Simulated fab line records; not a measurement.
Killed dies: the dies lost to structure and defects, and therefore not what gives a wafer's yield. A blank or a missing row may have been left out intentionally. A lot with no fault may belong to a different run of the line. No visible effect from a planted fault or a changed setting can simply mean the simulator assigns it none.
What tool caused it? -- flow berkeley_cmos170 -- Sampling: 13 lots, 39 wafers, 5 of 331 route steps

WHAT THE GAUGES READ, wafer by wafer
UCB170_NWELL_TW_MEAS_16.
lot,measured,on,NWELL_TW
L577,day 2 19:32,film_metro-03,1250 1251 1241
L578,day 2 19:32,film_metro-01,1245 1237 1237
L579,day 3 01:22,film_metro-03,1254 1255 1257
L585,day 4 09:52,film_metro-03,1147 1139 1138 1139 1137 1150
L588,day 5 00:59,film_metro-01,1134 1138 1130 1140 1136 1141
L591,day 5 09:50,film_metro-03,1146 1142 1139 1152 1144 1146
L592,day 5 21:20,film_metro-04,1249 1245 1250
L593,day 5 21:36,film_metro-03,1255 1253 1255
L595,day 6 10:05,film_metro-01,1242 1240 1248
L597,day 6 20:22,film_metro-04,1256 1256 1266
L598,day 7 01:12,film_metro-03,1258 1253 1254
L599,day 7 05:40,film_metro-01,1239 1248 1247
L600,day 7 10:43,film_metro-03,1251 1242 1248

UCB170_ACTIVE_THK_MEAS_06.
lot,measured,on,ACTIVE_NITRIDE_THK (nm)
L577,day 5 02:10,film_metro-03,220.6 220.0 220.2
L578,day 5 02:10,film_metro-02,217.7 219.0 216.7
L579,day 5 02:11,film_metro-04,222.1 221.7 222.8
L585,day 6 20:35,film_metro-03,220.1 219.0 219.5
L588,day 7 14:20,film_metro-04,219.9 220.2 218.7
L591,day 7 14:19,film_metro-03,217.8 219.7 219.2
L592,day 8 07:21,film_metro-02,219.9 220.9 222.0
L593,day 8 07:19,film_metro-04,220.7 222.0 218.3
L595,day 8 07:17,film_metro-03,220.2 219.6 218.5
L597,day 8 23:55,film_metro-02,219.1 219.1 218.2
L598,day 9 09:56,film_metro-02,219.4 218.5 219.1
L599,day 9 09:56,film_metro-03,220.9 220.5 219.2
L600,day 9 13:46,film_metro-04,220.9 223.2 222.9

UCB170_PLDD_TW_MEAS_11.
lot,measured,on,PLDD_TW
L577,day 7 14:47,film_metro-03,1013 1016 1010
L578,day 7 14:39,film_metro-04,1004 1002 1008
L579,day 7 15:07,film_metro-03,1012 1010 1009
L585,day 9 10:39,film_metro-03,1001 1010 1004
L588,day 9 21:44,film_metro-03,1007 1009 1007
L591,day 9 22:20,film_metro-02,1005 1007 1004
L592,day 10 20:02,film_metro-02,1022 1014 1014
L593,day 10 20:08,film_metro-04,1016 1017 1015
L595,day 10 19:49,film_metro-03,1015 1015 1014
L597,day 11 12:41,film_metro-03,1019 1017 1019
L598,day 12 10:53,film_metro-02,1008 1006 1008
L599,day 12 03:25,film_metro-04,1017 1013 1013
L600,day 12 03:06,film_metro-02,1006 1004 1006

UCB170_PSD_CD_MEAS_06: the cd target is 1200 nm.
lot,measured,on,cd_nm (nm)
L577,day 7 22:48,cd_sem-01,1200.9 1198.6 1200.2
L578,day 7 23:04,cd_sem-02,1200.2 1198.4 1200.2
L579,day 7 23:20,cd_sem-01,1201.7 1201.5 1200.5
L585,day 9 19:19,cd_sem-01,1201.3 1202.0 1201.3
L588,day 10 07:35,cd_sem-01,1199.5 1199.8 1199.7
L591,day 10 07:18,cd_sem-01,1200.2 1201.1 1200.8
L592,day 11 06:08,cd_sem-01,1198.5 1199.5 1199.2
L593,day 11 05:55,cd_sem-01,1199.0 1200.0 1199.1
L595,day 11 05:37,cd_sem-02,1200.2 1200.8 1200.7
L597,day 12 02:19,cd_sem-01,1199.4 1199.7 1200.7
L598,day 12 19:07,cd_sem-01,1201.7 1201.0 1200.9
L599,day 12 12:42,cd_sem-02,1199.9 1200.6 1199.6
L600,day 12 12:30,cd_sem-02,1198.5 1197.9 1198.2

EACH LOT AND THE TOOL THAT RAN IT (in order: tool; ch and the chambers of the sampled wafers; start)
lot,UCB170_NWELL_IMPLANT_14
L577,"implanter-01 ch 0, day 2 19:17"
L578,"implanter-04 ch 0, day 2 19:17"
L579,"implanter-04 ch 0, day 3 01:08"
L585,"implanter-04 ch 0, day 4 09:37"
L588,"implanter-04 ch 0, day 5 00:45"
L591,"implanter-04 ch 0, day 5 09:35"
L592,"implanter-01 ch 0, day 5 21:05"
L593,"implanter-02 ch 0, day 5 21:23"
L595,"implanter-02 ch 0, day 6 09:50"
L597,"implanter-02 ch 0, day 6 20:10"
L598,"implanter-02 ch 0, day 7 00:57"
L599,"implanter-02 ch 0, day 7 05:25"
L600,"implanter-02 ch 0, day 7 10:29"
- UCB170_NWELL_IMPLANT_14

WHAT THE TOOLS THEMSELVES READ (means of the sampled wafers that have a number; where no wafer has one, the mark that the record gives instead)
UCB170_NWELL_IMPLANT_14.
lot,tool,beam_energy_keV
L577,implanter-01,149.94
L578,implanter-04,150.05
L579,implanter-04,150.00
L585,implanter-04,97.57
L588,implanter-04,97.51
L591,implanter-04,97.45
L592,implanter-01,150.02
L593,implanter-02,150.00
L595,implanter-02,150.03
L597,implanter-02,150.02
L598,implanter-02,150.02
L599,implanter-02,150.03
L600,implanter-02,149.98

THE ANSWER, worked out from the rows above alone
Rule: what is usual is taken from the lots themselves. The widest of any qualifying gaps counts: lots, ordered by their means at a reading, are off when they make up no more than a third of the lots, leave a main group of 4 or more, and stand apart from it by 3 or more times the standard deviation of that group's means. If all means in a main group match to the digits the tables above print for the reading, that group is not used. A lot without any number at a reading at which 4 lots or more have one is off too. Any other lot the step has rows for is counted as sound. Order of review: gauges by route order, followed by the tools' own readings, for which a lot's mean as printed above is used. The first step at which some lot is off is used, and at that step the reading that is off furthest; a lot without a number counts as furthest.
Off: L585, L588, L591, seen at UCB170_NWELL_TW_MEAS_16 (NWELL_TW). The main group: mean 1249, standard deviation 6.
If a tool, at a process step before that reading, ran all the lots that are off and no sound lot after the first of them, it fits. The gauges at UCB170_NWELL_TW_MEAS_16 aren't tried: what is off there is off at UCB170_NWELL_IMPLANT_14 too, on other tools, and a gauge's error can't cause that. One fits: implanter-04 at UCB170_NWELL_IMPLANT_14. Its last sound lot is L579 (day 3 01:08), its first lot that is off L585 (day 4 09:37): a fault that began between those two fits.
On the lots that are off, the tool's own readings at UCB170_NWELL_IMPLANT_14 differ by more than 5 times the standard deviation of the sound lots' means, which bears it out; beam_energy_keV reads 97.51 there versus 150.01 on the sound lots.

WHAT HAD BEEN PUT IN BY THE SIMULATOR
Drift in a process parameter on implanter-04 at UCB170_NWELL_IMPLANT_14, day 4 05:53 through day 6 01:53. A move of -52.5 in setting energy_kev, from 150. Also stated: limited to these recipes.
Lots struck among those shown: L585, L588, L591. The rule given above showed the same thing.
